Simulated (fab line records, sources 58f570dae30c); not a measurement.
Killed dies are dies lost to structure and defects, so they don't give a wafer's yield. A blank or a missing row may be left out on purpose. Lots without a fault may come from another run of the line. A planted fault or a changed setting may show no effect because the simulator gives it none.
Tool commonality check | flow berkeley_cmos170 | 14 lots, 42 wafers sampled

WHY IT WAS OPENED
At UCB170_GATE_THK_MEAS_02 the reading GATE_OXIDE_THK is flagged on 2 of 14 lots. Wafers without a fault read 6.61 nm, standard deviation 0.11.
Rule: a lot is flagged when every wafer of it that has a number lies more than 4 standard deviations from that mean, or none has a number. The other lots count as sound.

lot  | measured     | on            | GATE_OXIDE_THK (nm), wafer by wafer | flag
L506 | day 8 06:22  | film_metro-01 | 6.37 6.63 6.36                      |
L507 | day 8 17:11  | film_metro-02 | 6.55 6.74 6.65                      |
L508 | day 8 17:12  | film_metro-03 | 6.57 6.59 6.72                      |
L509 | day 8 17:15  | film_metro-03 | 6.52 6.50 6.49                      |
L511 | day 9 04:34  | film_metro-01 | 10.42 10.31 10.43                   | FLAGGED
L510 | day 9 04:35  | film_metro-03 | 10.48 10.36 10.38                   | FLAGGED
L513 | day 9 09:35  | film_metro-03 | 6.85 6.85 6.78                      |
L512 | day 9 09:39  | film_metro-03 | 6.70 6.65 6.67                      |
L516 | day 10 02:59 | film_metro-01 | 6.46 6.41 6.52                      |
L522 | day 11 04:27 | film_metro-01 | 6.62 6.60 6.51                      |
L520 | day 11 04:28 | film_metro-02 | 6.49 6.70 6.73                      |
L521 | day 11 04:28 | film_metro-03 | 6.50 6.43 6.46                      |
L523 | day 11 14:59 | film_metro-02 | 6.68 6.88 6.67                      |
L524 | day 11 14:59 | film_metro-03 | 6.51 6.47 6.58                      |
The numbers of the flagged lots are 10.40 nm on average: +3.79 nm against the usual, or +34 standard deviations.

WHICH TOOL RAN EACH LOT
The record holds 1 process step before the reading, out of a route of 331 steps. In each cell: the tool, then ch and the chambers that the sampled wafers went through, then the start.
lot  | flag    | UCB170_GATE_OXIDATION_01
L506 |         | furnace-01 ch 0, day 8 04:52
L507 |         | furnace-01 ch 0, day 8 15:41
L508 |         | furnace-01 ch 0, day 8 15:41
L509 |         | furnace-01 ch 0, day 8 15:41
L511 | FLAGGED | furnace-01 ch 0, day 9 03:04
L510 | FLAGGED | furnace-01 ch 0, day 9 03:04
L513 |         | furnace-02 ch 0, day 9 08:05
L512 |         | furnace-02 ch 0, day 9 08:05
L516 |         | furnace-04 ch 0, day 10 01:29
L522 |         | furnace-02 ch 0, day 11 02:57
L520 |         | furnace-02 ch 0, day 11 02:57
L521 |         | furnace-02 ch 0, day 11 02:57
L523 |         | furnace-02 ch 0, day 11 13:29
L524 |         | furnace-02 ch 0, day 11 13:29
What these steps do:
- UCB170_GATE_OXIDATION_01: target thk 6.6 nm, ox time 1800 s.
- UCB170_GATE_THK_MEAS_02

FLAGGED OVER TOTAL, TOOL BY TOOL (the gauges that took the reading come last)
step                     | tool          | lots run | flagged | share of the flagged lots | sound lots run after its first flagged lot
UCB170_GATE_OXIDATION_01 | furnace-01    | 6        | 2       | all                       | 0
UCB170_GATE_OXIDATION_01 | furnace-02    | 7        | 0       | none                      | -
UCB170_GATE_OXIDATION_01 | furnace-04    | 1        | 0       | none                      | -
UCB170_GATE_THK_MEAS_02  | film_metro-01 | 4        | 1       | some                      | 2 (L516,L522)
UCB170_GATE_THK_MEAS_02  | film_metro-02 | 3        | 0       | none                      | -
UCB170_GATE_THK_MEAS_02  | film_metro-03 | 7        | 1       | some                      | 4 (L513,L512,L521,L524)

WHAT THE TABLE ALLOWS
1 row of the table ran every flagged lot: furnace-01 at UCB170_GATE_OXIDATION_01.
- furnace-01 at UCB170_GATE_OXIDATION_01: 2 of its 6 lots flagged. Its last sound lot is L507 (day 8 15:41), its first flagged lot L510 (day 9 03:04): a fault that began between those two fits.
One tool is left: furnace-01 at UCB170_GATE_OXIDATION_01.

WHAT THE SIMULATOR HAD PUT IN
Process parameter drift: furnace-01, from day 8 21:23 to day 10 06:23, at UCB170_GATE_OXIDATION_01. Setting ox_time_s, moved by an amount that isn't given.
Lots struck among those shown: L511, L510. The rule above found the same.
